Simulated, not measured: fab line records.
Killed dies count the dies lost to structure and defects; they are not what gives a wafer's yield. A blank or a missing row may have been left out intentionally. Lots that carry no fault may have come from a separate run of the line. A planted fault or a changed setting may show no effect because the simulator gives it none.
Split-lot study :: flow rit-cmos :: on a route of 202 steps: 5 lots, 23 wafers read

== THE SPLIT ==
At RIT_PRETRO_COAT_01 (resist thk 1300 nm), the setting spin-rpm was moved away from the recipe's 2000 rpm on 4 of the 23 wafers read, by -4.9% to -3.5%. The other wafers ran this setting at the recipe's value.

Reading taken at the split's own step.

== THE READING ==
NOVOLAK_of_PRETRO_COAT_01.thk-nm (the simulator's own value, which no gauge read), in nm, at RIT_PRETRO_COAT_01 (resist thk 1300 nm). The file gives no usual value for it. Here, 19 wafers ran the recipe; their average is 1296 nm with a standard deviation of 3.9 nm.

wafer: L075.1
tool, chamber at the split: litho-track-01, 0
spin-rpm as run, rpm: 2000
against the recipe: recipe
NOVOLAK_of_PRETRO_COAT_01.thk-nm, nm: 1304
against lot-mates on the recipe: -

wafer: L075.2
tool, chamber at the split: litho-track-01, 0
spin-rpm as run, rpm: 1929
against the recipe: -3.5%
NOVOLAK_of_PRETRO_COAT_01.thk-nm, nm: 1325
against lot-mates on the recipe: +23

wafer: L075.6
tool, chamber at the split: litho-track-01, 0
spin-rpm as run, rpm: 1929
against the recipe: -3.5%
NOVOLAK_of_PRETRO_COAT_01.thk-nm, nm: 1325
against lot-mates on the recipe: +23

wafer: L075.3
tool, chamber at the split: litho-track-01, 0
spin-rpm as run, rpm: 2000
against the recipe: recipe
NOVOLAK_of_PRETRO_COAT_01.thk-nm, nm: 1302
against lot-mates on the recipe: -

wafer: L075.4
tool, chamber at the split: litho-track-01, 0
spin-rpm as run, rpm: 2000
against the recipe: recipe
NOVOLAK_of_PRETRO_COAT_01.thk-nm, nm: 1301
against lot-mates on the recipe: -

wafer: L076.2
tool, chamber at the split: litho-track-02, 0
spin-rpm as run, rpm: 2000
against the recipe: recipe
NOVOLAK_of_PRETRO_COAT_01.thk-nm, nm: 1295
against lot-mates on the recipe: -

wafer: L076.3
tool, chamber at the split: litho-track-02, 0
spin-rpm as run, rpm: 2000
against the recipe: recipe
NOVOLAK_of_PRETRO_COAT_01.thk-nm, nm: 1294
against lot-mates on the recipe: -

wafer: L076.4
tool, chamber at the split: litho-track-02, 0
spin-rpm as run, rpm: 2000
against the recipe: recipe
NOVOLAK_of_PRETRO_COAT_01.thk-nm, nm: 1294
against lot-mates on the recipe: -

wafer: L076.5
tool, chamber at the split: litho-track-02, 0
spin-rpm as run, rpm: 2000
against the recipe: recipe
NOVOLAK_of_PRETRO_COAT_01.thk-nm, nm: 1293
against lot-mates on the recipe: -

wafer: L076.6
tool, chamber at the split: litho-track-02, 0
spin-rpm as run, rpm: 2000
against the recipe: recipe
NOVOLAK_of_PRETRO_COAT_01.thk-nm, nm: 1298
against lot-mates on the recipe: -

wafer: L078.1
tool, chamber at the split: litho-track-04, 0
spin-rpm as run, rpm: 2000
against the recipe: recipe
NOVOLAK_of_PRETRO_COAT_01.thk-nm, nm: 1300
against lot-mates on the recipe: -

wafer: L078.2
tool, chamber at the split: litho-track-04, 0
spin-rpm as run, rpm: 2000
against the recipe: recipe
NOVOLAK_of_PRETRO_COAT_01.thk-nm, nm: 1299
against lot-mates on the recipe: -

wafer: L078.6
tool, chamber at the split: litho-track-04, 0
spin-rpm as run, rpm: 2000
against the recipe: recipe
NOVOLAK_of_PRETRO_COAT_01.thk-nm, nm: 1299
against lot-mates on the recipe: -

wafer: L078.3
tool, chamber at the split: litho-track-04, 0
spin-rpm as run, rpm: 1901
against the recipe: -4.9%
NOVOLAK_of_PRETRO_COAT_01.thk-nm, nm: 1335
against lot-mates on the recipe: +36

wafer: L078.4
tool, chamber at the split: litho-track-04, 0
spin-rpm as run, rpm: 1901
against the recipe: -4.9%
NOVOLAK_of_PRETRO_COAT_01.thk-nm, nm: 1327
against lot-mates on the recipe: +28

wafer: L083.1
tool, chamber at the split: litho-track-02, 0
spin-rpm as run, rpm: 2000
against the recipe: recipe
NOVOLAK_of_PRETRO_COAT_01.thk-nm, nm: 1298
against lot-mates on the recipe: -

wafer: L083.3
tool, chamber at the split: litho-track-02, 0
spin-rpm as run, rpm: 2000
against the recipe: recipe
NOVOLAK_of_PRETRO_COAT_01.thk-nm, nm: 1297
against lot-mates on the recipe: -

wafer: L083.4
tool, chamber at the split: litho-track-02, 0
spin-rpm as run, rpm: 2000
against the recipe: recipe
NOVOLAK_of_PRETRO_COAT_01.thk-nm, nm: 1293
against lot-mates on the recipe: -

wafer: L083.5
tool, chamber at the split: litho-track-02, 0
spin-rpm as run, rpm: 2000
against the recipe: recipe
NOVOLAK_of_PRETRO_COAT_01.thk-nm, nm: 1295
against lot-mates on the recipe: -

wafer: L083.6
tool, chamber at the split: litho-track-02, 0
spin-rpm as run, rpm: 2000
against the recipe: recipe
NOVOLAK_of_PRETRO_COAT_01.thk-nm, nm: 1292
against lot-mates on the recipe: -

wafer: L085.2
tool, chamber at the split: litho-track-01, 0
spin-rpm as run, rpm: 2000
against the recipe: recipe
NOVOLAK_of_PRETRO_COAT_01.thk-nm, nm: 1290
against lot-mates on the recipe: -

wafer: L085.5
tool, chamber at the split: litho-track-01, 0
spin-rpm as run, rpm: 2000
against the recipe: recipe
NOVOLAK_of_PRETRO_COAT_01.thk-nm, nm: 1292
against lot-mates on the recipe: -

wafer: L085.6
tool, chamber at the split: litho-track-01, 0
spin-rpm as run, rpm: 2000
against the recipe: recipe
NOVOLAK_of_PRETRO_COAT_01.thk-nm, nm: 1291
against lot-mates on the recipe: -

FIT RESULTS
A straight line over all 23 wafers: NOVOLAK_of_PRETRO_COAT_01.thk-nm changes by -7.39 nm for each +1% of spin-rpm; r = -0.95; the points scatter about the line by 4 nm.
The same after taking each lot's own level away (the mean of its wafers on the recipe; 23 wafers): -6.39 nm for each +1%; r = -0.98; scatter 2 nm.
The reading moves by 32 nm for the largest change in spin-rpm, on that fit.
The span of the lots' own levels, 1291.0 to 1302.3 nm, comes to 2.9 times the standard deviation stated above.
So the slope is not independent of the lot-to-lot level: the two fits are not the same.
Check: with one of the wafers moved furthest among these (-4.9%) left out of the fit, the line predicts +29.7 nm for it against its lot-mates. It came out at +35.7 nm against them.

== OTHER SPLITS APPLIED TO THESE WAFERS ==
Other splits were also applied to these wafers ahead of the reading. Each is held against what the fit with the lots' levels taken away leaves over:
other split on the same wafers: RIT_ACTIVE_COAT_06 spin-rpm
wafers away from the commonest value: 8
r with NOVOLAK_of_PRETRO_COAT_01.thk-nm (lot level and that fit taken away): +0.10

other split on the same wafers: RIT_PWELL_COAT_01 spin-rpm
wafers away from the commonest value: 9
r with NOVOLAK_of_PRETRO_COAT_01.thk-nm (lot level and that fit taken away): +0.11

other split on the same wafers: RIT_PWELL_IMPLANT_08 energy-kev
wafers away from the commonest value: 6
r with NOVOLAK_of_PRETRO_COAT_01.thk-nm (lot level and that fit taken away): -0.12

other split on the same wafers: RIT_NRETRO_COAT_01 spin-rpm
wafers away from the commonest value: 6
r with NOVOLAK_of_PRETRO_COAT_01.thk-nm (lot level and that fit taken away): -0.01

== THE FILE'S OWN FIT ==
NOVOLAK_of_PRETRO_COAT_01.thk-nm changes by -6.42 nm for each +1% of spin-rpm, r = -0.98.
